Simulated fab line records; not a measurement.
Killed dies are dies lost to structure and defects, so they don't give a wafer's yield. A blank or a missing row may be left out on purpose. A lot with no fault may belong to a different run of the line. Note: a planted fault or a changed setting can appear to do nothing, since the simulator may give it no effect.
Comparing a struck lot with a sound one -- flow rit-cmos -- 44 out of 202 route steps
Sound: these wafers, L122.3, L122.5, L122.6. Wafers L127.2, L127.3, L127.4 were the ones struck. The cause comes at the end.
Order at every step that has rows: each side's tool, ch and its chambers, its first start. Under that, the readings that differ: sound wafers -- struck wafers -- difference of the means -- sigmas: that difference in standard deviations of wafers without a fault.
alike: same words and numbers on both sides, and readings whose means sit less than 2 such deviations apart. not compared: any withheld reading, any reading some wafer has no value for, any bound like >300 that may hide the same value, and any number with overlapping values for which the record gives no deviation.
Wherever a step has rows on one side only, a row that says differs or no value, or a row with sigmas, the two part there. Numbers that don't overlap but have no deviation are shown without sigmas and don't part them. Lack of a reading on every wafer of one side parts them only where that side has two or more wafers.

first, 4 steps without rows for these wafers: RIT_PLDD_SOFTBAKE_02 (time 60 s); RIT_PLDD_EXPOSE_03 (exposes mask M8, target cd 40900 nm); RIT_PLDD_PEB_04; RIT_PLDD_DEVELOP_05 (develop time 50 s).
RIT_PLDD_OVL_MEAS_06:
  sound: overlay-02 at day 2 20:20; struck: overlay-02 at day 4 05:37
  alike: PLDD_OVL
then, 2 steps without rows for these wafers: RIT_PLDD_HARDBAKE_07 (time 60 s); RIT_PLDD_IMPLANT_08.
RIT_PLDD_STRIP_09: strips in O2, time 180 s.
  sound on plasma-asher-04 ch 0,1, day 2 20:43; struck on plasma-asher-02 ch 0,1, day 4 05:57
  alike: drypump-motor-current-A, rf-refl-power-W
  not compared: rf-hours-counter-h
RIT_PLDD_TW_MEAS_10:
  sound: film-metro-01 at day 2 20:51; struck: film-metro-03 at day 4 06:08
reading,sound,struck,difference,sigmas
PLDD_TW,2353 2349 2349,2403 2408 2404,+55,+2
then, 3 steps without rows for these wafers: RIT_SPACER_CLEAN_00 (cleans in SC1, time 600 s); RIT_SPACER_CLEAN_01 (cleans in dHF, time 30 s); RIT_SPACER_CLEAN_02 (cleans in SC2, time 600 s).
RIT_SPACER_CVD_03: deposits Si3N4 from SiH2Cl2/NH3, target thk 250 nm, time 3300 s.
  sound on lpcvd-02 ch 0, day 2 22:16; struck on lpcvd-01 ch 0, day 4 06:46
reading,sound,struck,difference,sigmas
model.Si3N4_of_SPACER_CVD_03.thk-nm (nm),245.2 246.7 247.9,119.6 120 120.2,-126.7,
  alike: sih2cl2-flow-sccm, spike-tc-load-C
RIT_SPACER_THK_MEAS_04:
  sound: film-metro-01 at day 3 00:12; struck: film-metro-02 at day 4 08:42
reading,sound,struck,difference,sigmas
SPACER_NITRIDE_THK (nm),245.4 246.6 247.7,119.6 120.0 120.0,-126.7,-45
RIT_SPACER_ETCHBACK_05: etches Si3N4 in SF6/CHF3, stops on SiO2, target depth 250 nm, time 240 s.
  sound on rie-diel-04 ch 0,1, day 3 00:14; struck on rie-diel-02 ch 1,2,3, day 4 08:45
reading,sound,struck,difference,sigmas
oes-product-au (a.u.),0.836 0.838 0.808,0.501 0.519 0.529,-0.311,-17
model.etch.depth-nm (nm),245.2 246.7 247.9,119.6 120 120.2,-126.7,
  alike: SF6_flow_sccm, drypump-motor-current-A, throttle-valve-pct
  not compared: rf-hours-counter-h
then, 6 steps without rows for these wafers: RIT_NSD_HMDS_00 (prime time 60 s); RIT_NSD_COAT_01 (resist thk 1000 nm); RIT_NSD_SOFTBAKE_02 (time 60 s); RIT_NSD_EXPOSE_03 (exposes mask M9, target cd 40700 nm); RIT_NSD_PEB_04; RIT_NSD_DEVELOP_05 (develop time 50 s).
RIT_NSD_OVL_MEAS_06:
  sound: overlay-02 at day 3 01:16; struck: overlay-02 at day 4 09:53
  alike: NSD_OVL
then, 2 steps without rows for these wafers: RIT_NSD_HARDBAKE_07 (time 60 s); RIT_NSD_IMPLANT_08.
RIT_NSD_STRIP_09: strips in O2, time 180 s.
  sound on plasma-asher-02 ch 0,1, day 3 01:38; struck on plasma-asher-01 ch 0,1, day 4 10:13
  alike: drypump-motor-current-A, rf-refl-power-W
  not compared: rf-hours-counter-h
RIT_NSD_TW_MEAS_10:
  sound: film-metro-03 at day 3 01:46; struck: film-metro-02 at day 4 10:23
  alike: NSD_TW
then, 6 steps without rows for these wafers: RIT_PSD_HMDS_00 (prime time 60 s); RIT_PSD_COAT_01 (resist thk 1000 nm); RIT_PSD_SOFTBAKE_02 (time 60 s); RIT_PSD_EXPOSE_03 (exposes mask M10, target cd 40900 nm); RIT_PSD_PEB_04; RIT_PSD_DEVELOP_05 (develop time 50 s).
RIT_PSD_OVL_MEAS_06:
  sound: overlay-01 at day 3 02:49; struck: overlay-02 at day 4 11:18
  alike: PSD_OVL
then, 2 steps without rows for these wafers: RIT_PSD_HARDBAKE_07 (time 60 s); RIT_PSD_IMPLANT_08.
RIT_PSD_STRIP_09: strips in O2, time 180 s.
  sound on plasma-asher-01 ch 0,1, day 3 03:11; struck on plasma-asher-03 ch 0,1, day 4 11:38
reading,sound,struck,difference,sigmas
drypump-motor-current-A (A),5.4 5.8 5.5,6.8 6.8 6.0,+1.0,+2
  alike: rf-refl-power-W
  not compared: rf-hours-counter-h
RIT_PSD_TW_MEAS_10:
  sound: film-metro-01 at day 3 03:19; struck: film-metro-02 at day 4 11:49
  alike: PSD_TW
then, 3 steps without rows for these wafers: RIT_SDANNEAL_CLEAN_00 (cleans in SC1, time 600 s); RIT_SDANNEAL_CLEAN_01 (cleans in dHF, time 30 s); RIT_SDANNEAL_CLEAN_02 (cleans in SC2, time 600 s).
RIT_SDANNEAL_RTA_03: time 5 s.
  sound on rtp-anneal-02 ch 0, day 3 03:45; struck on rtp-anneal-01 ch 0, day 4 12:16
  alike: wafer_temp_C_max
RIT_SDANNEAL_RS_MEAS_04: the measuring method here is four-point-probe.
  sound: film-metro-01 at day 3 03:50; struck: film-metro-01 at day 4 12:20
  alike: PSD_RS
RIT_SILICIDE_WET_ETCH_00: etches SiO2 in BOE, target depth 14 nm, time 15 s.
  sound on wet-bench-02 ch 3, day 3 04:16; struck on wet-bench-01 ch 1, day 4 12:48
reading,sound,struck,difference,sigmas
model.Si3N4_of_SPACER_CVD_03.thk-nm (nm),189.9 190.8 192.6,94.16 93.52 94.04,-97.19,
RIT_M1_PROBE_99:
  sound: prober-01 at day 3 11:58; struck: prober-02 at day 4 19:51
reading,sound,struck,difference,sigmas
model.etest.nplus-sal.width-nm (nm),3456 3484 3452,3633 3632,+168,
model.etest.pplus-sal.width-nm (nm),3473 3475 3446,3635 3631,+168,
model.etest.nldd.width-nm (nm),3146 3187 3165,3331 3357,+178,
model.etest.pldd.width-nm (nm),3155 3182 3172,3353 3330,+172,
model.etest.pwell-pinched.rs-ohm-sq,457.2 462.8 450.3,560.8 557.8,+102.5,
model.etest.nwell-pinched.rs-ohm-sq,349.8 349.8 343.6,422.1 421,+73.8,
model.etest.well-edge-right.line-ohm-um,182.8 184.5 182.7,228.8 222.8,+42.5,
model.etest.well-edge-left.line-ohm-um,184.6 184.1 183.1,227.4 224.8,+42.2,

== WHERE THEY PART ==
Last at RIT_PSD_STRIP_09 as far as this record goes, first at RIT_PLDD_TW_MEAS_10. Later steps at which nothing parts them and some readings are alike: RIT_PSD_TW_MEAS_10, RIT_SDANNEAL_RTA_03, RIT_SDANNEAL_RS_MEAS_04.

WHY: what the simulator had put in
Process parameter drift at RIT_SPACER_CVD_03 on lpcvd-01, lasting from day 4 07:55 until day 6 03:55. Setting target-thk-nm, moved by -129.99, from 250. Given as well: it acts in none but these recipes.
